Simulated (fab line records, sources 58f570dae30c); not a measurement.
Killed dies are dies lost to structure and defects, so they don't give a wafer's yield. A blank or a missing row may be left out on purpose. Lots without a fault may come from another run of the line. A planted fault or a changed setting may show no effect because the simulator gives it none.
Problem report in the 8D (eight disciplines) form, filled by code | flow berkeley_cmos170 | the parts of the form that need people (team, actions taken, sign-off) are left out

1. THE PROBLEM
cd_nm at UCB170_ACTIVE_CD_MEAS_13 reads a mean of 1180.3 nm on 3 wafers of 1 lot; wafers without a fault read 1200.4 nm with a standard deviation of 1.6. That is -13 standard deviations from the usual mean.
The step: target cd 1200 nm.
First seen on wafer L140.1, day 7 07:12, on cd_sem-01. The record holds 39 wafers of 13 lots with a number at this step. Rule for "out", or "out of limits": more than 4 standard deviations from the usual mean. The other wafers with a number count as sound.

2. WHAT IT IS AND WHAT IT IS NOT
question                    | is                     | is not
which readings at this step | cd_nm                  | -
which lots                  | L140                   | L128, L131, L135, L139, L141, L142, L143, L145, L146, L147, L148, L149
which wafers of those lots  | all that have a number | -
read on which gauges        | cd_sem-01              | cd_sem-02
when                        | from day 7 07:12       | up to then (9 sound wafers); but 27 sound wafers of L139, L141, L142, L143, L145, L146, L147, L148, L149 came after

3. SUSPECTS, AND WHAT RULES EACH OUT
Counting: a tool at a process step up to the reading stays a suspect if it ran every lot that is out and no sound lot after the first of them.
- the gauge at UCB170_ACTIVE_CD_MEAS_13: ruled out. All the wafers that are out were read on cd_sem-01, but those of them that UCB170_ACTIVE_EXPOSE_10 has rows for are out there too, on other tools.
- krf_scanner-01 at UCB170_ACTIVE_EXPOSE_10 (exposes mask ACTIVE, target cd 1200 nm): kept. It ran the lot that is out, L140 (day 7 06:49), and no sound lot after that; its last sound lot up to then is L135 (day 6 08:10). Its own readings are out on those wafers: exposure_dose_mJ_cm2.
Left after counting: krf_scanner-01 at UCB170_ACTIVE_EXPOSE_10.

4. THE CAUSE (what the simulator had put in)
Process parameter drift: krf_scanner-01, from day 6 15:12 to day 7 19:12, at UCB170_ACTIVE_EXPOSE_10. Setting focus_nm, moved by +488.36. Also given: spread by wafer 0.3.
Counting left only this tool.

5. THE CHAIN OF EFFECTS, in route order
Each row: a reading whose mean over the struck wafers that have a number lies more than 3 standard deviations from the usual. Only readings for which the record gives a usual standard deviation are gone through. hours: the time from each lot's start at the first step in this table that gives one to its start at this step, as a median over the lots. sigmas: the change in usual standard deviations.
hours | step                     | reading              | usual     | on struck wafers | change | sigmas
0     | UCB170_ACTIVE_EXPOSE_10  | exposure_dose_mJ_cm2 | 20.002    | 19.677           | -0.325 | -15
0     | UCB170_ACTIVE_CD_MEAS_13 | cd_nm                | 1200.4 nm | 1180.3           | -20.1  | -13
The process steps in it:
- UCB170_ACTIVE_EXPOSE_10: exposes mask ACTIVE, target cd 1200 nm.
Later measuring or inspecting steps at which every struck wafer that the step has a row for has a number for every such reading, and none has moved that far: UCB170_SACOX_THK_MEAS_02, UCB170_NVT_OVL_MEAS_06.

6. WHAT WOULD HAVE CAUGHT IT SOONER
In this record the first reading out of limits at a measuring or inspecting step was taken at day 7 07:12, 16 hours after the fault began at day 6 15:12.
The tool's own readings at UCB170_ACTIVE_EXPOSE_10 were out on every struck wafer that the step has a row for (exposure_dose_mJ_cm2): an alarm limit on them would have fired on the first of those.
All the lots that are out (1) had begun UCB170_ACTIVE_EXPOSE_10 on krf_scanner-01 by day 7 07:12. A hold on the tool at that time would have spared none of them.
